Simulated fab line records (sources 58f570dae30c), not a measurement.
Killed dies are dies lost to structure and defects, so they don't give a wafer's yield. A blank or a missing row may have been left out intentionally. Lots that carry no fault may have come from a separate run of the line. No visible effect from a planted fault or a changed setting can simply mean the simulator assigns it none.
Which tool did it? / flow berkeley-cmos170 / 42 wafers from 14 lots sampled at 6 of the route's 331 steps

## WHAT EACH GAUGE READ, for each wafer
UCB170_CONTACT_THK_MEAS_02. Usual: CONTACT_PSG_THK 703 nm, standard deviation 5.9.
lot=L269; measured=day 8 03:50; on=film-metro-02; CONTACT_PSG_THK (nm)=691 697 695; flag=
lot=L270; measured=day 8 22:14; on=film-metro-03; CONTACT_PSG_THK (nm)=697 701 697; flag=
lot=L272; measured=day 8 22:14; on=film-metro-04; CONTACT_PSG_THK (nm)=699 701 700; flag=
lot=L273; measured=day 9 07:27; on=film-metro-04; CONTACT_PSG_THK (nm)=705 704 709; flag=
lot=L276; measured=day 9 16:46; on=film-metro-03; CONTACT_PSG_THK (nm)=703 699 708; flag=
lot=L277; measured=day 9 22:53; on=film-metro-04; CONTACT_PSG_THK (nm)=700 702 710; flag=
lot=L279; measured=day 10 14:22; on=film-metro-04; CONTACT_PSG_THK (nm)=690 692 692; flag=
lot=L282; measured=day 11 00:34; on=film-metro-03; CONTACT_PSG_THK (nm)=699 703 703; flag=
lot=L286; measured=day 12 03:43; on=film-metro-04; CONTACT_PSG_THK (nm)=703 701 709; flag=
lot=L288; measured=day 12 03:43; on=film-metro-03; CONTACT_PSG_THK (nm)=704 703 704; flag=
lot=L287; measured=day 12 03:43; on=film-metro-02; CONTACT_PSG_THK (nm)=704 695 702; flag=
lot=L290; measured=day 12 09:59; on=film-metro-03; CONTACT_PSG_THK (nm)=700 695 691; flag=
lot=L289; measured=day 12 08:59; on=film-metro-03; CONTACT_PSG_THK (nm)=700 703 696; flag=
lot=L292; measured=day 13 05:02; on=film-metro-02; CONTACT_PSG_THK (nm)=707 716 714; flag=

UCB170_M3_CD_MEAS_90: the cd target is 700 nm. Usual: cd-nm reads 700.5 nm (standard deviation 2).
lot=L269; measured=day 9 00:37; on=cd-sem-02; cd-nm (nm)=700.7 699.1 700.7; flag=
lot=L270; measured=day 9 19:27; on=cd-sem-02; cd-nm (nm)=699.7 700.7 699.7; flag=
lot=L272; measured=day 9 19:19; on=cd-sem-01; cd-nm (nm)=699.6 700.0 698.3; flag=
lot=L273; measured=day 10 02:22; on=cd-sem-02; cd-nm (nm)=699.3 700.8 699.5; flag=
lot=L276; measured=day 10 13:34; on=cd-sem-02; cd-nm (nm)=702.0 699.3 702.3; flag=
lot=L277; measured=day 10 20:07; on=cd-sem-01; cd-nm (nm)=696.7 696.8 696.5; flag=
lot=L279; measured=day 11 08:08; on=cd-sem-02; cd-nm (nm)=700.0 700.9 697.8; flag=
lot=L282; measured=day 11 21:55; on=cd-sem-02; cd-nm (nm)=705.5 699.9 701.1; flag=
lot=L286; measured=day 17 03:18; on=cd-sem-02; cd-nm (nm)=702.1 702.9 701.9; flag=
lot=L288; measured=day 17 10:17; on=cd-sem-01; cd-nm (nm)=702.4 698.4 701.6; flag=
lot=L287; measured=day 16 23:40; on=cd-sem-02; cd-nm (nm)=700.6 699.2 702.6; flag=
lot=L290; measured=day 17 10:06; on=cd-sem-02; cd-nm (nm)=701.7 700.4 700.9; flag=
lot=L289; measured=day 17 06:28; on=cd-sem-02; cd-nm (nm)=676.8 702.3 680.4; flag=OFF
lot=L292; measured=day 17 10:43; on=cd-sem-02; cd-nm (nm)=680.9 680.3 702.0; flag=OFF

## EACH LOT AND THE TOOL THAT RAN IT (in order: tool; ch and the chambers of the sampled wafers; start)
lot=L269; UCB170_PWELL_ETCH_14=rie-diel-01 ch 1,2,3, day 3 09:35; UCB170_M2_STRIP_07=plasma-asher-02 ch 0,1, day 8 15:46; UCB170_M3_METAL_ETCH_18=rie-metal-03 ch 1, day 9 00:08; UCB170_M3_STRIP_19=plasma-asher-03 ch 0,1, day 9 00:31
lot=L270; UCB170_PWELL_ETCH_14=rie-diel-04 ch 2,3, day 3 18:52; UCB170_M2_STRIP_07=plasma-asher-02 ch 0,1, day 9 10:41; UCB170_M3_METAL_ETCH_18=rie-metal-01 ch 0,1, day 9 19:10; UCB170_M3_STRIP_19=plasma-asher-03 ch 0,1, day 9 19:21
lot=L272; UCB170_PWELL_ETCH_14=rie-diel-03 ch 1,2, day 4 03:02; UCB170_M2_STRIP_07=plasma-asher-03 ch 0,1, day 9 10:53; UCB170_M3_METAL_ETCH_18=rie-metal-02 ch 0,1, day 9 18:58; UCB170_M3_STRIP_19=plasma-asher-01 ch 0,1, day 9 19:09
lot=L273; UCB170_PWELL_ETCH_14=rie-diel-03 ch 0,3, day 4 09:29; UCB170_M2_STRIP_07=plasma-asher-03 ch 0,1, day 9 19:32; UCB170_M3_METAL_ETCH_18=rie-metal-02 ch 0,1, day 10 02:03; UCB170_M3_STRIP_19=plasma-asher-02 ch 0,1, day 10 02:14
lot=L276; UCB170_PWELL_ETCH_14=rie-diel-04 ch 0,1,2, day 4 15:58; UCB170_M2_STRIP_07=plasma-asher-03 ch 0,1, day 10 04:19; UCB170_M3_METAL_ETCH_18=rie-metal-03 ch 0,1, day 10 13:15; UCB170_M3_STRIP_19=plasma-asher-01 ch 0,1, day 10 13:26
lot=L277; UCB170_PWELL_ETCH_14=rie-diel-01 ch 0,1,2, day 5 04:01; UCB170_M2_STRIP_07=plasma-asher-04 ch 0,1, day 10 11:58; UCB170_M3_METAL_ETCH_18=rie-metal-03 ch 0,1, day 10 19:50; UCB170_M3_STRIP_19=plasma-asher-02 ch 0,1, day 10 20:00
lot=L279; UCB170_PWELL_ETCH_14=rie-diel-03 ch 1,2,3, day 5 19:28; UCB170_M2_STRIP_07=plasma-asher-04 ch 0,1, day 11 00:58; UCB170_M3_METAL_ETCH_18=rie-metal-02 ch 0,1, day 11 07:51; UCB170_M3_STRIP_19=plasma-asher-03 ch 0,1, day 11 08:02
lot=L282; UCB170_PWELL_ETCH_14=rie-diel-04 ch 0,1,3, day 6 05:07; UCB170_M2_STRIP_07=plasma-asher-04 ch 0,1, day 11 11:46; UCB170_M3_METAL_ETCH_18=rie-metal-01 ch 0,1, day 11 21:37; UCB170_M3_STRIP_19=plasma-asher-03 ch 0,1, day 11 21:49
lot=L286; UCB170_PWELL_ETCH_14=rie-diel-01 ch 0, day 7 09:35; UCB170_M2_STRIP_07=plasma-asher-04 ch 0,1, day 16 07:46; UCB170_M3_METAL_ETCH_18=rie-metal-02 ch 0, day 17 02:59; UCB170_M3_STRIP_19=plasma-asher-02 ch 0,1, day 17 03:10
lot=L288; UCB170_PWELL_ETCH_14=rie-diel-04 ch 1,2,3, day 7 10:16; UCB170_M2_STRIP_07=plasma-asher-03 ch 0,1, day 16 10:06; UCB170_M3_METAL_ETCH_18=rie-metal-03 ch 0,1, day 17 10:00; UCB170_M3_STRIP_19=plasma-asher-03 ch 0,1, day 17 10:11
lot=L287; UCB170_PWELL_ETCH_14=rie-diel-04 ch 2,3, day 7 10:32; UCB170_M2_STRIP_07=plasma-asher-03 ch 0,1, day 16 07:07; UCB170_M3_METAL_ETCH_18=rie-metal-01 ch 0,1, day 16 23:19; UCB170_M3_STRIP_19=plasma-asher-02 ch 0,1, day 16 23:34
lot=L290; UCB170_PWELL_ETCH_14=rie-diel-01 ch 0,1,2, day 7 17:03; UCB170_M2_STRIP_07=plasma-asher-02 ch 0,1, day 16 09:35; UCB170_M3_METAL_ETCH_18=rie-metal-02 ch 1, day 17 09:49; UCB170_M3_STRIP_19=plasma-asher-01 ch 0,1, day 17 10:00
lot=L289; UCB170_PWELL_ETCH_14=rie-diel-01 ch 0,1,2, day 7 17:13; UCB170_M2_STRIP_07=plasma-asher-02 ch 0,1, day 16 08:18; UCB170_M3_METAL_ETCH_18=rie-metal-01 ch 0,1, day 17 06:07; UCB170_M3_STRIP_19=plasma-asher-02 ch 0,1, day 17 06:22
lot=L292; UCB170_PWELL_ETCH_14=rie-diel-01 ch 0,3, day 8 13:59; UCB170_M2_STRIP_07=plasma-asher-03 ch 1, day 16 10:33; UCB170_M3_METAL_ETCH_18=rie-metal-01 ch 0,1, day 17 10:22; UCB170_M3_STRIP_19=plasma-asher-01 ch 0,1, day 17 10:37
- UCB170_PWELL_ETCH_14: etches Si3N4 in CH3F/Ar/O2, stops on SiO2, target depth 242 nm, time 151 s.
- UCB170_M2_STRIP_07: strips in O2.
- UCB170_M3_METAL_ETCH_18: etches Al in Cl2/BCl3, stops on SiO2, target depth 1170 nm, time 195 s.
- UCB170_M3_STRIP_19: strips in O2.

## WHAT THE TOOLS THEMSELVES READ (means of the sampled wafers that have a number; where no wafer has one, the mark that the record gives instead)
UCB170_PWELL_ETCH_14. Usual: O2_flow_sccm 6.999 sccm, standard deviation 0.022; drypump-motor-current-A 5.8 A, standard deviation 0.43; oes-product-au 0.945 a.u., standard deviation 0.014; throttle-valve-pct 8.03 %, standard deviation 0.11.
lot=L269; tool=rie-diel-01; O2_flow_sccm (sccm)=7.003; drypump-motor-current-A (A)=5.6; oes-product-au (a.u.)=0.951; throttle-valve-pct (%)=8.05; flag=
lot=L270; tool=rie-diel-04; O2_flow_sccm (sccm)=6.980; drypump-motor-current-A (A)=6.1; oes-product-au (a.u.)=0.942; throttle-valve-pct (%)=8.04; flag=
lot=L272; tool=rie-diel-03; O2_flow_sccm (sccm)=6.997; drypump-motor-current-A (A)=5.6; oes-product-au (a.u.)=0.934; throttle-valve-pct (%)=8.10; flag=
lot=L273; tool=rie-diel-03; O2_flow_sccm (sccm)=6.965; drypump-motor-current-A (A)=5.6; oes-product-au (a.u.)=0.945; throttle-valve-pct (%)=7.96; flag=
lot=L276; tool=rie-diel-04; O2_flow_sccm (sccm)=7.019; drypump-motor-current-A (A)=5.9; oes-product-au (a.u.)=0.938; throttle-valve-pct (%)=8.10; flag=
lot=L277; tool=rie-diel-01; O2_flow_sccm (sccm)=7.008; drypump-motor-current-A (A)=5.6; oes-product-au (a.u.)=0.959; throttle-valve-pct (%)=8.01; flag=
lot=L279; tool=rie-diel-03; O2_flow_sccm (sccm)=6.992; drypump-motor-current-A (A)=5.5; oes-product-au (a.u.)=0.943; throttle-valve-pct (%)=8.12; flag=
lot=L282; tool=rie-diel-04; O2_flow_sccm (sccm)=7.009; drypump-motor-current-A (A)=6.2; oes-product-au (a.u.)=0.937; throttle-valve-pct (%)=8.00; flag=
lot=L286; tool=rie-diel-01; O2_flow_sccm (sccm)=6.999; drypump-motor-current-A (A)=5.9; oes-product-au (a.u.)=0.976; throttle-valve-pct (%)=7.92; flag=
lot=L288; tool=rie-diel-04; O2_flow_sccm (sccm)=6.993; drypump-motor-current-A (A)=5.9; oes-product-au (a.u.)=0.940; throttle-valve-pct (%)=7.99; flag=
lot=L287; tool=rie-diel-04; O2_flow_sccm (sccm)=7.004; drypump-motor-current-A (A)=6.3; oes-product-au (a.u.)=0.934; throttle-valve-pct (%)=7.92; flag=
lot=L290; tool=rie-diel-01; O2_flow_sccm (sccm)=7.000; drypump-motor-current-A (A)=5.6; oes-product-au (a.u.)=0.959; throttle-valve-pct (%)=8.02; flag=
lot=L289; tool=rie-diel-01; O2_flow_sccm (sccm)=7.006; drypump-motor-current-A (A)=5.6; oes-product-au (a.u.)=0.960; throttle-valve-pct (%)=8.01; flag=
lot=L292; tool=rie-diel-01; O2_flow_sccm (sccm)=7.009; drypump-motor-current-A (A)=5.8; oes-product-au (a.u.)=0.954; throttle-valve-pct (%)=8.00; flag=

UCB170_M2_STRIP_07. Usual: drypump-motor-current-A 5.6 A, standard deviation 0.4; oes-product-au 0.734 a.u., standard deviation 0.0045; strip-time-to-endpoint-s 21.96 s, standard deviation 0.059.
lot=L269; tool=plasma-asher-02; drypump-motor-current-A (A)=5.5; oes-product-au (a.u.)=0.731; strip-time-to-endpoint-s (s)=21.91; flag=
lot=L270; tool=plasma-asher-02; drypump-motor-current-A (A)=5.9; oes-product-au (a.u.)=0.734; strip-time-to-endpoint-s (s)=21.89; flag=
lot=L272; tool=plasma-asher-03; drypump-motor-current-A (A)=5.6; oes-product-au (a.u.)=0.737; strip-time-to-endpoint-s (s)=21.93; flag=
lot=L273; tool=plasma-asher-03; drypump-motor-current-A (A)=5.6; oes-product-au (a.u.)=0.737; strip-time-to-endpoint-s (s)=21.98; flag=
lot=L276; tool=plasma-asher-03; drypump-motor-current-A (A)=5.6; oes-product-au (a.u.)=0.736; strip-time-to-endpoint-s (s)=21.96; flag=
lot=L277; tool=plasma-asher-04; drypump-motor-current-A (A)=5.8; oes-product-au (a.u.)=0.733; strip-time-to-endpoint-s (s)=21.99; flag=
lot=L279; tool=plasma-asher-04; drypump-motor-current-A (A)=5.6; oes-product-au (a.u.)=0.735; strip-time-to-endpoint-s (s)=21.94; flag=
lot=L282; tool=plasma-asher-04; drypump-motor-current-A (A)=5.8; oes-product-au (a.u.)=0.735; strip-time-to-endpoint-s (s)=21.98; flag=
lot=L286; tool=plasma-asher-04; drypump-motor-current-A (A)=5.6; oes-product-au (a.u.)=0.735; strip-time-to-endpoint-s (s)=22.02; flag=
lot=L288; tool=plasma-asher-03; drypump-motor-current-A (A)=5.6; oes-product-au (a.u.)=0.737; strip-time-to-endpoint-s (s)=21.85; flag=
lot=L287; tool=plasma-asher-03; drypump-motor-current-A (A)=5.6; oes-product-au (a.u.)=0.735; strip-time-to-endpoint-s (s)=22.00; flag=
lot=L290; tool=plasma-asher-02; drypump-motor-current-A (A)=5.9; oes-product-au (a.u.)=0.732; strip-time-to-endpoint-s (s)=22.02; flag=
lot=L289; tool=plasma-asher-02; drypump-motor-current-A (A)=5.5; oes-product-au (a.u.)=0.735; strip-time-to-endpoint-s (s)=21.95; flag=
lot=L292; tool=plasma-asher-03; drypump-motor-current-A (A)=5.5; oes-product-au (a.u.)=0.730; strip-time-to-endpoint-s (s)=21.91; flag=

UCB170_M3_METAL_ETCH_18. Usual: drypump-motor-current-A 5.54 A, standard deviation 0.29; oes-product-au 0.853 a.u., standard deviation 0.016; throttle-valve-pct 24.39 %, standard deviation 0.21.
lot=L269; tool=rie-metal-03; drypump-motor-current-A (A)=5.50; oes-product-au (a.u.)=0.862; throttle-valve-pct (%)=24.08; flag=
lot=L270; tool=rie-metal-01; drypump-motor-current-A (A)=5.86; oes-product-au (a.u.)=0.848; throttle-valve-pct (%)=24.37; flag=
lot=L272; tool=rie-metal-02; drypump-motor-current-A (A)=5.41; oes-product-au (a.u.)=0.849; throttle-valve-pct (%)=24.64; flag=
lot=L273; tool=rie-metal-02; drypump-motor-current-A (A)=5.17; oes-product-au (a.u.)=0.843; throttle-valve-pct (%)=24.70; flag=
lot=L276; tool=rie-metal-03; drypump-motor-current-A (A)=5.49; oes-product-au (a.u.)=0.855; throttle-valve-pct (%)=24.15; flag=
lot=L277; tool=rie-metal-03; drypump-motor-current-A (A)=5.47; oes-product-au (a.u.)=0.861; throttle-valve-pct (%)=24.15; flag=
lot=L279; tool=rie-metal-02; drypump-motor-current-A (A)=5.19; oes-product-au (a.u.)=0.846; throttle-valve-pct (%)=24.68; flag=
lot=L282; tool=rie-metal-01; drypump-motor-current-A (A)=5.84; oes-product-au (a.u.)=0.845; throttle-valve-pct (%)=24.38; flag=
lot=L286; tool=rie-metal-02; drypump-motor-current-A (A)=5.62; oes-product-au (a.u.)=0.841; throttle-valve-pct (%)=24.60; flag=
lot=L288; tool=rie-metal-03; drypump-motor-current-A (A)=5.48; oes-product-au (a.u.)=0.866; throttle-valve-pct (%)=24.21; flag=
lot=L287; tool=rie-metal-01; drypump-motor-current-A (A)=5.75; oes-product-au (a.u.)=0.868; throttle-valve-pct (%)=24.42; flag=
lot=L290; tool=rie-metal-02; drypump-motor-current-A (A)=4.96; oes-product-au (a.u.)=0.841; throttle-valve-pct (%)=24.72; flag=
lot=L289; tool=rie-metal-01; drypump-motor-current-A (A)=5.86; oes-product-au (a.u.)=0.847; throttle-valve-pct (%)=24.36; flag=
lot=L292; tool=rie-metal-01; drypump-motor-current-A (A)=5.84; oes-product-au (a.u.)=0.836; throttle-valve-pct (%)=24.38; flag=

UCB170_M3_STRIP_19. Usual: drypump-motor-current-A 5.8 A, standard deviation 0.5; oes-product-au 0.547 a.u., standard deviation 0.0082.
lot=L269; tool=plasma-asher-03; drypump-motor-current-A (A)=5.6; oes-product-au (a.u.)=0.538; flag=
lot=L270; tool=plasma-asher-03; drypump-motor-current-A (A)=5.6; oes-product-au (a.u.)=0.546; flag=
lot=L272; tool=plasma-asher-01; drypump-motor-current-A (A)=6.2; oes-product-au (a.u.)=0.559; flag=
lot=L273; tool=plasma-asher-02; drypump-motor-current-A (A)=5.5; oes-product-au (a.u.)=0.548; flag=
lot=L276; tool=plasma-asher-01; drypump-motor-current-A (A)=6.2; oes-product-au (a.u.)=0.548; flag=
lot=L277; tool=plasma-asher-02; drypump-motor-current-A (A)=5.5; oes-product-au (a.u.)=0.548; flag=
lot=L279; tool=plasma-asher-03; drypump-motor-current-A (A)=5.6; oes-product-au (a.u.)=0.555; flag=
lot=L282; tool=plasma-asher-03; drypump-motor-current-A (A)=5.6; oes-product-au (a.u.)=0.543; flag=
lot=L286; tool=plasma-asher-02; drypump-motor-current-A (A)=5.8; oes-product-au (a.u.)=0.559; flag=
lot=L288; tool=plasma-asher-03; drypump-motor-current-A (A)=5.6; oes-product-au (a.u.)=0.556; flag=
lot=L287; tool=plasma-asher-02; drypump-motor-current-A (A)=5.5; oes-product-au (a.u.)=0.539; flag=
lot=L290; tool=plasma-asher-01; drypump-motor-current-A (A)=6.3; oes-product-au (a.u.)=0.540; flag=
lot=L289; tool=plasma-asher-02; drypump-motor-current-A (A)=5.4; oes-product-au (a.u.)=0.391; flag=OFF
lot=L292; tool=plasma-asher-01; drypump-motor-current-A (A)=6.4; oes-product-au (a.u.)=0.391; flag=OFF

## THE ANSWER, worked out from the rows above alone
Rule: take the mean of a lot's wafers that have a number; if it is more than 3 standard deviations from the usual mean, the lot is off. A lot without any number at a reading at which 4 lots or more have one is off too. All remaining lots with rows at the step are treated as sound. Order of review: gauges by route order, followed by the tools' own readings, for which a lot's mean as printed above is used. At the first step where some lot is off, the reading lying furthest off is the one used; lots without a number count as furthest.
Off, at UCB170_M3_CD_MEAS_90 on cd-nm: L289, L292.
If a tool, at a process step before that reading, ran all the lots that are off and no sound lot after the first of them, it fits. The gauges at UCB170_M3_CD_MEAS_90 aren't tried: what is off there is off at UCB170_M3_STRIP_19 too, on other tools, and a gauge's error can't cause that. This does not decide it: 2 tools fit, namely rie-diel-01 at UCB170_PWELL_ETCH_14 and rie-metal-01 at UCB170_M3_METAL_ETCH_18.

## WHAT THE SIMULATOR PUT IN
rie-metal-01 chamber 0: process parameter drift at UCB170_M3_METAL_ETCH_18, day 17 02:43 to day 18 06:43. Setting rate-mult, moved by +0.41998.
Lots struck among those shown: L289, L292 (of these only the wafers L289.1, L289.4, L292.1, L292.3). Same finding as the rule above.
